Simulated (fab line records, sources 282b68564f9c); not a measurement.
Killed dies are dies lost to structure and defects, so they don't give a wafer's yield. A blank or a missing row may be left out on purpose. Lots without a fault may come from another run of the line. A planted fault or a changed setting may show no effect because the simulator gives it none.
fab line records | flow rit_cmos
record lots=14 wafers=41 last_day=7
route steps=202 shown ACTIVE@2 NWELL@34 NRETRO@63 CONTACT@177 M1@202
lots that met no fault: from a run of the same line without faults
start_h: hours from the record's first day to the start of the lot's first wafer shown | wait_h: hours since the lot's step before | " the same as in the row above | L1.1+2: a row that stands for several wafers | - no value, or no start given | * or withheld: withheld | < > ~ a bound
route shown NAME@n: a module of which the file shows steps, and the number in the route of the first | usual: mean/standard deviation of fault-free wafers | same: alike in all rows | chamber/n: place in a boat | sites: the reading at each site | _std_site: their standard deviation | _edge_site: outer sites' mean less inner sites' | radius_mm: how far each site lies from the wafer's centre | mask NAME#n: copy n | behind: the tool/chamber that last shaped the wafer | hold: why the lot was held/for how many hours/how that ended | device: the transistor (n, p or np) that didn't switch | end of line: the same wafers' tests at the end of the route | a step without rows: its recipe alone | killed: dies lost to structure and defects at the first sort, not the wafer's yield | map: a wafer's dies, x killed, . not, _ none there
set.NAME: the setting as run; set.NAME@STEP: as run at that earlier step | model.NAME: the simulator's own value behind a step, which no gauge read
steps of the route over a sample of lots; a table a step, a row a wafer
services: from which hour (start_h, from the record's first day; less than 0 if before it) a tool's chamber was out of use, for how many hours, and why
## steps
# step RIT_ACTIVE_OXIDATION_01
# recipe temp_c=1000 ambient=O2 target_thk_a=468 ox_time_s=3202
# columns lot.wafer tool chamber start_h wait_h
L765.4+5+6 furnace-04 0 10.12 0.0
L766.2+3+4 furnace-03 0 15.17 0.1
L767.2+3+4 furnace-04 0 20.12 0.1
L768.4+5+6 furnace-01 0 25.12 0.0
L769.4+5+6 furnace-01 0 30.12 0.0
L770.2+4+5 furnace-01 0 35.12 0.1
L771.1+3+6 furnace-04 0 40.12 0.1
L776.5+6 furnace-01 0 65.12 0.0
L779.2+3+6 furnace-04 0 80.12 0.1
L780.1+3+4 furnace-04 0 85.12 0.1
L783.2+4+5 furnace-04 0 100.12 0.1
L786.2+4+5 furnace-03 0 116.09 1.1
L787.3+4+5 furnace-04 0 120.12 0.1
L788.3+4+6 furnace-04 0 125.12 0.1
# step RIT_ACTIVE_THK_MEAS_02
# recipe reads=SiO2_of_ACTIVE_OXIDATION_01
# usual ACTIVE_OXIDE_THK=45.5/0.98
# columns lot.wafer tool chamber start_h wait_h ACTIVE_OXIDE_THK[nm]
L765.4 film_metro-03 - 12.08 0.0 46.2
L765.5 " - " " 46.2
L765.6 " - " " 46.0
L766.2 film_metro-02 - 17.11 0.0 44.5
L766.3 " - " " 43.8
L766.4 " - " " 44.0
L767.2 film_metro-01 - 22.06 0.0 44.7
L767.3 " - " " 44.5
L767.4 " - " " 44.4
L768.4 film_metro-03 - 27.08 0.0 44.6
L768.5 " - " " 44.1
L768.6 " - " " 44.8
L769.4 film_metro-01 - 32.08 0.0 44.7
L769.5 " - " " 43.9
L769.6 " - " " 44.7
L770.2 film_metro-01 - 37.06 0.0 36.9
L770.4 " - " " 36.3
L770.5 " - " " 37.2
L771.1 film_metro-03 - 42.05 0.0 46.4
L771.3 " - " " 45.0
L771.6 " - " " 46.2
L776.5 film_metro-02 - 67.09 0.0 40.1
L776.6 " - " " 38.7
L779.2 film_metro-02 - 82.06 0.0 46.4
L779.3 " - " " 46.0
L779.6 " - " " 45.6
L780.1 film_metro-03 - 87.05 0.0 46.2
L780.3 " - " " 46.1
L780.4 " - " " 45.4
L783.2 film_metro-03 - 102.06 0.0 47.6
L783.4 " - " " 46.2
L783.5 " - " " 46.5
L786.2 film_metro-02 - 118.04 0.0 44.3
L786.4 " - " " 44.3
L786.5 " - " " 45.0
L787.3 film_metro-01 - 122.07 0.0 45.6
L787.4 " - " " 45.3
L787.5 " - " " 46.3
L788.3 film_metro-02 - 127.07 0.0 46.2
L788.4 " - " " 46.6
L788.6 " - " " 46.2
# step RIT_NWELL_OVL_MEAS_06
# usual NWELL_OVL=0.0/1.5
# columns lot.wafer tool chamber start_h wait_h NWELL_OVL[nm]
L765.4 overlay-02 - 21.45 - 0.3
L765.5 " - " " 0.1
L765.6 " - " " 0.2
L766.2 overlay-02 - 25.53 - 0.3
L766.3 " - " " 1.1
L766.4 " - " " 1.3
L767.2 overlay-02 - 30.26 - -1.6
L767.3 " - " " -0.4
L767.4 " - " " 0.9
L768.4 overlay-02 - 36.69 - 0.2
L768.5 " - " " 0.2
L768.6 " - " " -0.7
L769.4 overlay-02 - 41.06 - 0.9
L769.5 " - " " 2.1
L769.6 " - " " 1.9
L770.2 overlay-01 - 47.25 - 0.2
L770.4 " - " " -0.4
L770.5 " - " " -0.4
L771.1 overlay-02 - 50.88 - -2.8
L771.3 " - " " -2.4
L771.6 " - " " -1.8
L776.5 overlay-01 - 75.22 - 1.4
L776.6 " - " " -0.8
L779.2 overlay-01 - 91.11 - 1.2
L779.3 " - " " 1.5
L779.6 " - " " 1.3
L780.1 overlay-01 - 95.38 - -2.0
L780.3 " - " " -0.6
L780.4 " - " " 0.3
L783.2 overlay-02 - 111.39 - -1.4
L783.4 " - " " 0.1
L783.5 " - " " -1.2
L786.2 overlay-01 - 126.67 - -3.4
L786.4 " - " " -1.4
L786.5 " - " " -2.1
L787.3 overlay-02 - 131.05 - 0.9
L787.4 " - " " 1.7
L787.5 " - " " 0.1
L788.3 overlay-01 - 135.46 - 1.5
L788.4 " - " " 1.4
L788.6 " - " " 1.1
# step RIT_NRETRO_TW_MEAS_10
# usual NRETRO_TW=1051/6.9
# columns lot.wafer tool chamber start_h wait_h NRETRO_TW
L765.4 film_metro-01 - 31.05 0.1 1043
L765.5 " - " " 1050
L765.6 " - " " 1042
L766.2 film_metro-02 - 34.75 0.1 1057
L766.3 " - " " 1057
L766.4 " - " " 1054
L767.2 film_metro-01 - 39.30 0.1 1044
L767.3 " - " " 1039
L767.4 " - " " 1043
L768.4 film_metro-01 - 46.02 0.1 1047
L768.5 " - " " 1033
L768.6 " - " " 1042
L769.4 film_metro-03 - 50.36 0.1 1059
L769.5 " - " " 1054
L769.6 " - " " 1054
L770.2 film_metro-03 - 56.56 0.1 1059
L770.4 " - " " 1061
L770.5 " - " " 1057
L771.1 film_metro-03 - 60.52 0.1 1056
L771.3 " - " " 1056
L771.6 " - " " 1058
L776.5 film_metro-03 - 84.73 0.0 1052
L776.6 " - " " 1049
L779.2 film_metro-02 - 100.35 0.1 1061
L779.3 " - " " 1053
L779.6 " - " " 1062
L780.1 film_metro-01 - 105.26 0.1 1045
L780.3 " - " " 1040
L780.4 " - " " 1045
L783.2 film_metro-02 - 121.74 0.1 1054
L783.4 " - " " 1058
L783.5 " - " " 1062
L786.2 film_metro-03 - 135.83 0.1 1053
L786.4 " - " " 1060
L786.5 " - " " 1057
L787.3 film_metro-01 - 140.35 0.1 1052
L787.4 " - " " 1048
L787.5 " - " " 1049
L788.3 film_metro-02 - 145.43 0.1 1052
L788.4 " - " " 1060
L788.6 " - " " 1057
# step RIT_CONTACT_OVL_MEAS_09
# usual CONTACT_OVL=1.7/1.3
# columns lot.wafer tool chamber start_h wait_h CONTACT_OVL[nm]
L765.4 overlay-01 - 54.23 0.1 1.1
L765.5 " - " " 2.2
L765.6 " - " " 2.0
L766.2 overlay-02 - 57.02 0.1 1.0
L766.3 " - " " 3.0
L766.4 " - " " 1.3
L767.2 overlay-01 - 62.65 0.1 0.8
L767.3 " - " " 2.9
L767.4 " - " " 3.0
L768.4 overlay-02 - 68.55 0.1 2.6
L768.5 " - " " 2.1
L768.6 " - " " 1.2
L769.4 overlay-02 - 71.83 0.1 3.8
L769.5 " - " " 3.9
L769.6 " - " " 4.1
L770.2 overlay-02 - 79.09 0.1 2.9
L770.4 " - " " 3.7
L770.5 " - " " 1.2
L771.1 overlay-02 - 84.18 0.1 -0.1
L771.3 " - " " 0.3
L771.6 " - " " 2.2
L776.5 overlay-02 - 108.08 0.0 2.3
L776.6 " - " " 2.2
L779.2 overlay-02 - 122.56 0.1 1.8
L779.3 " - " " 2.3
L779.6 " - " " 3.3
L780.1 overlay-02 - 128.77 0.1 1.7
L780.3 " - " " 3.0
L780.4 " - " " 1.8
L783.2 overlay-01 - 142.71 0.1 1.4
L783.4 " - " " 2.2
L783.5 " - " " 0.0
L786.2 overlay-02 - 157.09 0.1 0.8
L786.4 " - " " 1.9
L786.5 " - " " 0.8
L787.3 overlay-01 - 162.70 0.1 1.8
L787.4 " - " " -0.7
L787.5 " - " " 0.0
L788.3 overlay-01 - 166.42 0.1 2.7
L788.4 " - " " 2.0
L788.6 " - " " 1.3
# step RIT_M1_PROBE_99
# usual killed_at_contacts=0.1/0.23 killed_at_front_end=7.3/2.9 killed_dies=7.3/3 killed_open=3.6/1.8 killed_short=3.7/2.1
# same gross_dies=264 killed_at_M0_to_M3=0 killed_at_M4_up=0 killed_at_back_side=0 killed_at_other=0
# columns lot.wafer tool chamber start_h wait_h killed_at_contacts killed_at_front_end killed_dies killed_open killed_short
L765.4 prober-02 - 59.71 0.2 0 5 5 4 1
L765.5 prober-02 - 59.76 0.2 0 12 12 5 7
L765.6 prober-02 - 59.81 0.2 1 9 10 6 4
L766.2 prober-01 - 62.32 0.1 0 6 6 3 3
L766.3 prober-01 - 62.37 0.2 0 9 9 3 6
L766.4 prober-01 - 62.42 0.2 0 5 5 3 2
L767.2 prober-02 - 67.73 0.1 0 5 5 2 3
L767.3 prober-02 - 67.78 0.2 1 10 11 3 8
L767.4 prober-02 - 67.83 0.2 0 8 8 5 3
L768.4 prober-01 - 73.86 0.2 0 9 9 5 4
L768.5 prober-01 - 73.91 0.2 1 6 7 5 2
L768.6 prober-01 - 73.96 0.2 0 3 3 1 2
L769.4 prober-02 - 77.29 0.2 0 7 7 5 1
L769.5 prober-02 - 77.34 0.2 0 12 12 4 6
L769.6 prober-02 - 77.39 0.2 0 8 8 4 3
L770.2 prober-01 - 84.30 0.1 0 12 12 7 5
L770.4 prober-01 - 84.40 0.2 0 6 6 4 2
L770.5 prober-01 - 84.45 0.2 0 6 6 4 2
L771.1 prober-02 - 89.53 0.1 0 4 4 2 2
L771.3 prober-02 - 89.63 0.2 0 5 5 4 1
L771.6 prober-02 - 89.78 0.2 0 10 10 4 6
L776.5 prober-01 - 113.99 0.2 0 9 9 3 6
L776.6 prober-01 - 114.04 0.2 0 2 2 1 1
L779.2 prober-02 - 128.17 0.1 0 9 9 5 4
L779.3 prober-02 - 128.22 0.2 0 6 6 3 3
L779.6 prober-02 - 128.37 0.2 0 13 13 6 7
L780.1 prober-01 - 134.08 0.1 0 7 7 3 4
L780.3 prober-01 - 134.18 0.2 0 9 9 5 4
L780.4 prober-01 - 134.23 0.2 0 5 5 2 3
L783.2 prober-02 - 148.76 0.1 0 5 5 2 3
L783.4 prober-02 - 148.86 0.2 0 9 9 2 7
L783.5 prober-02 - 148.91 0.2 0 12 12 6 6
L786.2 prober-01 - 162.40 0.1 0 4 4 2 2
L786.4 prober-01 - 162.50 0.2 0 9 9 3 6
L786.5 prober-01 - 162.55 0.2 0 7 7 7 0
L787.3 prober-02 - 168.73 0.2 0 9 9 4 5
L787.4 prober-02 - 168.78 0.2 0 8 8 5 3
L787.5 prober-02 - 168.83 0.2 1 8 9 4 4
L788.3 prober-01 - 171.88 0.2 0 13 13 6 5
L788.4 prober-01 - 171.93 0.2 0 8 8 7 1
L788.6 prober-01 - 172.03 0.2 0 5 5 2 3
# killed by level:class
L765.4 GATE:geometric_particle:open=3 GATE:geometric_particle:short=1 SPACER:geometric_particle:open=1
L765.5 GATE:geometric_particle:short=4 FOX1:geometric_particle:short=2 GATE:geometric_particle:open=2 FOX1:geometric_particle:open=1 REOX:geometric_particle:short=1 SPACER:geometric_particle:open=1 SILICIDE:geometric_particle:open=1
L765.6 GATE:geometric_particle:open=4 GATE:geometric_particle:short=3 FOX2:geometric_particle:short=1 REOX:geometric_particle:open=1 CONTACT:geometric_particle:open=1
L766.2 FOX1:geometric_particle:short=2 GATE:geometric_particle:open=1 REOX:geometric_particle:open=1 SPACER:geometric_particle:short=1 SILICIDE:geometric_particle:open=1
L766.3 SPACER:geometric_particle:short=3 GATE:geometric_particle:short=2 FOX1:geometric_particle:open=1 FOX2:geometric_particle:open=1 GATE:geometric_particle:open=1 SILICIDE:geometric_particle:short=1
L766.4 GATE:geometric_particle:short=1 GATE:geometric_particle:open=1 REOX:geometric_particle:open=1 REOX:geometric_particle:short=1 SILICIDE:geometric_particle:open=1
L767.2 GATE:geometric_particle:short=2 FOX1:geometric_particle:short=1 FOX2:geometric_particle:open=1 GATE:geometric_particle:open=1
L767.3 GATE:geometric_particle:short=5 FOX1:geometric_particle:open=1 FOX2:geometric_particle:open=1 FOX2:geometric_particle:short=1 GATE:geometric_particle:open=1 SILICIDE:geometric_particle:short=1 CONTACT:geometric_particle:short=1
L767.4 GATE:geometric_particle:open=4 GATE:geometric_particle:short=3 SPACER:geometric_particle:open=1
L768.4 FOX1:geometric_particle:open=3 REOX:geometric_particle:short=2 GATE:geometric_particle:short=1 REOX:geometric_particle:open=1 SILICIDE:geometric_particle:short=1 SILICIDE:geometric_particle:open=1
L768.5 FOX1:geometric_particle:open=1 FOX2:geometric_particle:open=1 GATE:geometric_particle:open=1 GATE:geometric_particle:short=1 SPACER:geometric_particle:open=1 SPACER:geometric_particle:short=1 CONTACT:geometric_particle:open=1
L768.6 GATE:geometric_particle:open=1 GATE:geometric_particle:short=1 SPACER:geometric_particle:short=1
L769.4 GATE:geometric_particle:open=2 FOX1:geometric_particle:short=1 FOX1:geometric_particle:open=1 REOX:geometric_particle:open=1 SPACER:geometric_particle:open=1 PWELL:coat_microbubble_printed=1
L769.5 GATE:geometric_particle:short=3 FOX1:geometric_particle:open=2 SPACER:geometric_particle:short=2 PWELL:coat_microbubble_printed=2 FOX1:geometric_particle:short=1 GATE:geometric_particle:open=1 SPACER:geometric_particle:open=1
L769.6 GATE:geometric_particle:open=3 FOX1:geometric_particle:short=2 REOX:geometric_particle:short=1 REOX:geometric_particle:open=1 PWELL:coat_microbubble_printed=1
L770.2 REOX:geometric_particle:short=4 FOX1:geometric_particle:open=3 GATE:geometric_particle:open=2 GATE:geometric_particle:short=1 SPACER:geometric_particle:open=1 SILICIDE:geometric_particle:open=1
L770.4 FOX1:geometric_particle:open=2 GATE:geometric_particle:short=1 GATE:geometric_particle:open=1 SPACER:geometric_particle:short=1 SILICIDE:geometric_particle:open=1
L770.5 GATE:geometric_particle:open=2 FOX1:geometric_particle:open=1 FOX2:geometric_particle:open=1 GATE:geometric_particle:short=1 SILICIDE:geometric_particle:short=1
L771.1 FOX1:geometric_particle:short=2 GATE:geometric_particle:open=2
L771.3 FOX1:geometric_particle:open=2 FOX2:geometric_particle:open=1 GATE:geometric_particle:open=1 SPACER:geometric_particle:short=1
L771.6 GATE:geometric_particle:short=2 SPACER:geometric_particle:short=2 SILICIDE:geometric_particle:short=2 GATE:geometric_particle:open=1 REOX:geometric_particle:open=1 SPACER:geometric_particle:open=1 SILICIDE:geometric_particle:open=1
L776.5 GATE:geometric_particle:open=3 GATE:geometric_particle:short=2 REOX:geometric_particle:short=2 SPACER:geometric_particle:short=2
L776.6 FOX1:geometric_particle:open=1 GATE:geometric_particle:short=1
L779.2 FOX1:geometric_particle:open=2 FOX2:geometric_particle:short=2 GATE:geometric_particle:short=2 FOX2:geometric_particle:open=1 REOX:geometric_particle:open=1 SPACER:geometric_particle:open=1
L779.3 GATE:geometric_particle:short=2 GATE:geometric_particle:open=2 FOX2:geometric_particle:short=1 SPACER:geometric_particle:open=1
L779.6 GATE:geometric_particle:open=4 FOX2:geometric_particle:open=2 FOX2:geometric_particle:short=2 GATE:geometric_particle:short=2 FOX1:geometric_particle:short=1 REOX:geometric_particle:short=1 SPACER:geometric_particle:short=1
L780.1 FOX1:geometric_particle:open=2 GATE:geometric_particle:short=2 FOX1:geometric_particle:short=1 FOX2:geometric_particle:short=1 REOX:geometric_particle:open=1
L780.3 GATE:geometric_particle:short=4 GATE:geometric_particle:open=2 REOX:geometric_particle:open=1 SPACER:geometric_particle:open=1 SILICIDE:geometric_particle:open=1
L780.4 GATE:geometric_particle:open=2 FOX1:geometric_particle:short=1 GATE:geometric_particle:short=1 REOX:geometric_particle:short=1
L783.2 FOX1:geometric_particle:open=1 FOX1:geometric_particle:short=1 GATE:geometric_particle:open=1 REOX:geometric_particle:short=1 SILICIDE:geometric_particle:short=1
L783.4 GATE:geometric_particle:short=3 FOX1:geometric_particle:short=2 FOX2:geometric_particle:short=1 FOX2:geometric_particle:open=1 GATE:geometric_particle:open=1 REOX:geometric_particle:short=1
L783.5 GATE:geometric_particle:short=3 GATE:geometric_particle:open=3 FOX1:geometric_particle:open=1 FOX1:geometric_particle:short=1 REOX:geometric_particle:open=1 SPACER:geometric_particle:open=1 SPACER:geometric_particle:short=1 SILICIDE:geometric_particle:short=1
L786.2 GATE:geometric_particle:short=1 GATE:geometric_particle:open=1 REOX:geometric_particle:short=1 SPACER:geometric_particle:open=1
L786.4 GATE:geometric_particle:short=2 SILICIDE:geometric_particle:short=2 SILICIDE:geometric_particle:open=2 FOX1:geometric_particle:short=1 FOX2:geometric_particle:short=1 REOX:geometric_particle:open=1
L786.5 FOX1:geometric_particle:open=2 REOX:geometric_particle:open=2 SILICIDE:geometric_particle:open=2 FOX2:geometric_particle:open=1
L787.3 GATE:geometric_particle:open=3 REOX:geometric_particle:short=2 FOX1:geometric_particle:short=1 FOX2:geometric_particle:short=1 GATE:geometric_particle:short=1 SPACER:geometric_particle:open=1
L787.4 GATE:geometric_particle:open=3 SPACER:geometric_particle:short=2 SPACER:geometric_particle:open=2 GATE:geometric_particle:short=1
L787.5 GATE:geometric_particle:short=2 FOX2:geometric_particle:short=1 FOX2:geometric_particle:open=1 GATE:geometric_particle:open=1 SPACER:geometric_particle:open=1 SILICIDE:geometric_particle:short=1 SILICIDE:geometric_particle:open=1 CONTACT:coat_microbubble_printed=1
L788.3 GATE:geometric_particle:open=4 GATE:geometric_particle:short=4 NLDD:coat_microbubble_printed=2 FOX2:geometric_particle:open=1 REOX:geometric_particle:short=1 REOX:geometric_particle:open=1
L788.4 GATE:geometric_particle:open=4 FOX1:geometric_particle:short=1 FOX2:geometric_particle:open=1 REOX:geometric_particle:open=1 SPACER:geometric_particle:open=1
L788.6 GATE:geometric_particle:short=2 GATE:geometric_particle:open=2 REOX:geometric_particle:short=1
## services
# columns tool chamber start_h hours kind
furnace-01 - -1.37 3.6 pm
furnace-03 - 3.26 3.9 pm
furnace-04 - 62.15 3.7 pm
## key
first_sign step=RIT_ACTIVE_THK_MEAS_02 reading=ACTIVE_OXIDE_THK direction=down sigmas=7.8 usual=45.5 struck=37.8
effect none on later readings
met_at RIT_ACTIVE_OXIDATION_01
struck_lots L770,L776
tester_left_out L770,L776
not_acting_at RIT_NWELL_OVL_MEAS_06,RIT_NRETRO_TW_MEAS_10,RIT_CONTACT_OVL_MEAS_09
onset_between 30.12 35.12
fault kind=process_parameter_drift tool=furnace-01 chamber=- onset_h=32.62 steps=RIT_ACTIVE_OXIDATION_01 channel=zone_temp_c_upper offset=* shape=step end_h=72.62
# tester_left_out: of these lots the tester's yield and bins aren't shown, on N5 and GAA mostly nor the transistor test; their killed dies are dies lost to structure and defects alone, not to doping, threshold or leakage, so they don't give the yield
